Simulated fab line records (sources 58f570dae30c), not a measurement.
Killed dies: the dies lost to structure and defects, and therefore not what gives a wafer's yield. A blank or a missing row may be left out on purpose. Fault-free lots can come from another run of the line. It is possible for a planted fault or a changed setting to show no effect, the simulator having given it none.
Comparing a struck lot with a sound one | flow berkeley-cmos170 | 43 out of 331 route steps
Sound: the wafers L672.1, L672.2, L672.4. Wafers struck: L678.1, L678.4, L678.6. At the end, the cause is stated.
Order at every step that has rows: each side's tool, ch and its chambers, its first start. Under that, the readings that differ: sound wafers | struck wafers | difference of the means | sigmas: that difference in standard deviations of wafers without a fault.
alike: readings whose means differ by less than 2 such deviations, and words and numbers that are the same on both sides. not compared: withheld readings, readings that some wafer has no value for, bounds like >300 that may hide the same value, and numbers for which the record gives no deviation and whose values overlap.
The two part at a step that has a row with sigmas, a row that says differs or no value, or rows on one side only. Non-overlapping numbers with no deviation appear without sigmas and do not part them. A reading that every wafer of one side lacks parts them only if that side has two wafers or more.

first, 1 step without rows for these wafers: UCB170_GATE_ETCH_15 (etches poly-Si in HBr/Cl2, stops on SiO2, time 56.3 s, target depth 278.2 nm).
UCB170_GATE_STRIP_16: strips in O2.
  sound on plasma-asher-02 ch 0,1, day 8 05:15; struck on plasma-asher-02 ch 0,1, day 9 13:40
  alike: chamber-pressure-mTorr, drypump-motor-current-A, oes-product-au
  not compared: rf-hours-counter-h
UCB170_GATE_CD_MEAS_90: target cd 350 nm.
  sound on cd-sem-02 at day 8 05:24; struck on cd-sem-02 at day 9 13:46
  alike: cd-nm
then, 7 steps without rows for these wafers: UCB170_GATE_CLEAN_17 (cleans in SPM, time 600 s); UCB170_PLDD_HMDS_00 (prime time 60 s); UCB170_PLDD_COAT_01 (resist thk 907 nm); UCB170_PLDD_SOFTBAKE_02 (time 60 s); UCB170_PLDD_EXPOSE_03 (exposes mask PSELECT, target cd 1200 nm); UCB170_PLDD_PEB_04; UCB170_PLDD_DEVELOP_05 (develop time 45 s).
UCB170_PLDD_CD_MEAS_06: target cd 1200 nm.
  sound on cd-sem-02 at day 8 06:49; struck on cd-sem-01 at day 9 19:08
  alike: cd-nm
UCB170_PLDD_OVL_MEAS_07:
  sound on overlay-01 at day 8 06:56; struck on overlay-02 at day 9 19:15
  alike: PLDD_OVL
UCB170_PLDD_IMPLANT_08:
  sound on implanter-01 ch 0, day 8 06:59; struck on implanter-04 ch 0, day 9 19:17
  reading       | sound                         | struck                      | difference | sigmas
  beam-on-s (s) | 10.06 10.19 10.00             | 13.89 13.83 13.29           | +3.59      | +18
  dose-ions-cm2 | 5.009e+13 5.004e+13 4.999e+13 | 7.101e+13 7.105e+13 7.1e+13 | +2.098e+13 | +99 or more
then, 1 step without rows for these wafers: UCB170_PLDD_IMPLANT_09.
UCB170_PLDD_STRIP_10: strips in O2.
  sound on plasma-asher-01 ch 0,1, day 8 07:17; struck on plasma-asher-01 ch 0,1, day 9 19:35
  alike: chamber-pressure-mTorr, drypump-motor-current-A, oes-product-au, strip-time-to-endpoint-s
  not compared: rf-hours-counter-h
UCB170_PLDD_TW_MEAS_11:
  sound on film-metro-01 at day 8 07:23; struck on film-metro-04 at day 9 19:55
  reading | sound          | struck         | difference | sigmas
  PLDD_TW | 1012 1018 1015 | 1064 1063 1063 | +48        | +8
  not compared: hold
then, 6 steps without rows for these wafers: UCB170_NLDD_HMDS_00 (prime time 60 s); UCB170_NLDD_COAT_01 (resist thk 900 nm); UCB170_NLDD_SOFTBAKE_02 (time 60 s); UCB170_NLDD_EXPOSE_03 (exposes mask NSELECT, target cd 1200 nm); UCB170_NLDD_PEB_04; UCB170_NLDD_DEVELOP_05 (develop time 45 s).
UCB170_NLDD_CD_MEAS_06: target cd 1200 nm.
  sound on cd-sem-01 at day 8 08:47; struck on cd-sem-01 at day 9 23:54
  alike: cd-nm
UCB170_NLDD_OVL_MEAS_07:
  sound on overlay-01 at day 8 08:55; struck on overlay-01 at day 10 00:01
  reading       | sound | struck   | difference | sigmas
  NLDD_OVL (nm) | 6 7 9 | -9 -5 -3 | -13        | -2
then, 2 steps without rows for these wafers: UCB170_NLDD_IMPLANT_08; UCB170_NLDD_IMPLANT_09.
UCB170_NLDD_STRIP_10: strips in O2.
  sound on plasma-asher-02 ch 0,1, day 8 09:14; struck on plasma-asher-04 ch 0,1, day 10 00:21
  alike: chamber-pressure-mTorr, drypump-motor-current-A, oes-product-au, strip-time-to-endpoint-s
  not compared: rf-hours-counter-h
UCB170_NLDD_TW_MEAS_11:
  sound on film-metro-04 at day 8 09:20; struck on film-metro-02 at day 10 00:27
  alike: NLDD_TW
then, 1 step without rows for these wafers: UCB170_NLDD_CLEAN_12 (cleans in SPM, time 600 s).
UCB170_SPACER_CVD_00: deposits SiO2 from TEOS/O2, target thk 376 nm, time 45.16 s.
  sound on pecvd-02 ch 0,1, day 8 09:35; struck on pecvd-03 ch 1,2, day 10 00:41
  alike: heater-power-w, rf-fwd-power-W
UCB170_SPACER_THK_MEAS_01:
  sound on film-metro-03 at day 8 09:38; struck on film-metro-04 at day 10 00:44
  reading              | sound       | struck      | difference | sigmas
  SPACER_TEOS_THK (nm) | 353 356 360 | 367 367 370 | +12        | +2
then, 1 step without rows for these wafers: UCB170_SPACER_ANNEAL_02 (time 1800 s).
UCB170_SPACER_ETCHBACK_03: etches SiO2 in CHF3/CF4/Ar, stops on Si, target depth 376 nm, time 100 s.
  sound on rie-diel-01 ch 0,1,3, day 8 16:06; struck on rie-diel-04 ch 0,1,3, day 10 03:53
  alike: chamber-pressure-mTorr, drypump-motor-current-A, oes-product-au, rf-fwd-power-W, throttle-valve-pct
  not compared: rf-hours-counter-h
then, 6 steps without rows for these wafers: UCB170_PSD_HMDS_00 (prime time 60 s); UCB170_PSD_COAT_01 (resist thk 900 nm); UCB170_PSD_SOFTBAKE_02 (time 60 s); UCB170_PSD_EXPOSE_03 (exposes mask PSELECT MOD, target cd 1200 nm); UCB170_PSD_PEB_04; UCB170_PSD_DEVELOP_05 (develop time 45 s).
UCB170_PSD_CD_MEAS_06: target cd 1200 nm.
  sound on cd-sem-01 at day 8 17:58; struck on cd-sem-01 at day 10 05:17
  alike: cd-nm
UCB170_PSD_OVL_MEAS_07:
  sound on overlay-02 at day 8 18:05; struck on overlay-02 at day 10 05:25
  reading      | sound | struck    | difference | sigmas
  PSD_OVL (nm) | 3 2 9 | -2 -16 -2 | -11        | -2
UCB170_SDANNEAL_RS_MEAS_04: measures by four-point-probe.
  sound on film-metro-02 at day 8 22:11; struck on film-metro-04 at day 10 09:13
  reading          | sound                | struck            | difference | sigmas
  PLDD_RS (ohm/sq) | 1032.4 1032.8 1033.5 | 884.5 883.1 882.6 | -149.5     | -52
  not compared: hold
UCB170_M3_PROBE_99:
  rows exist in the record for the sound wafers here (prober-02, day 9 23:48), none for the struck ones

## WHERE THEY PART
First at UCB170_PLDD_IMPLANT_08; last, within this record, at UCB170_M3_PROBE_99.

WHY: whatever the simulator had introduced
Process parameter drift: implanter-04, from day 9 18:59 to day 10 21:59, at UCB170_PLDD_IMPLANT_08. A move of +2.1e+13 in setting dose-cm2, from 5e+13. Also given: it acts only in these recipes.
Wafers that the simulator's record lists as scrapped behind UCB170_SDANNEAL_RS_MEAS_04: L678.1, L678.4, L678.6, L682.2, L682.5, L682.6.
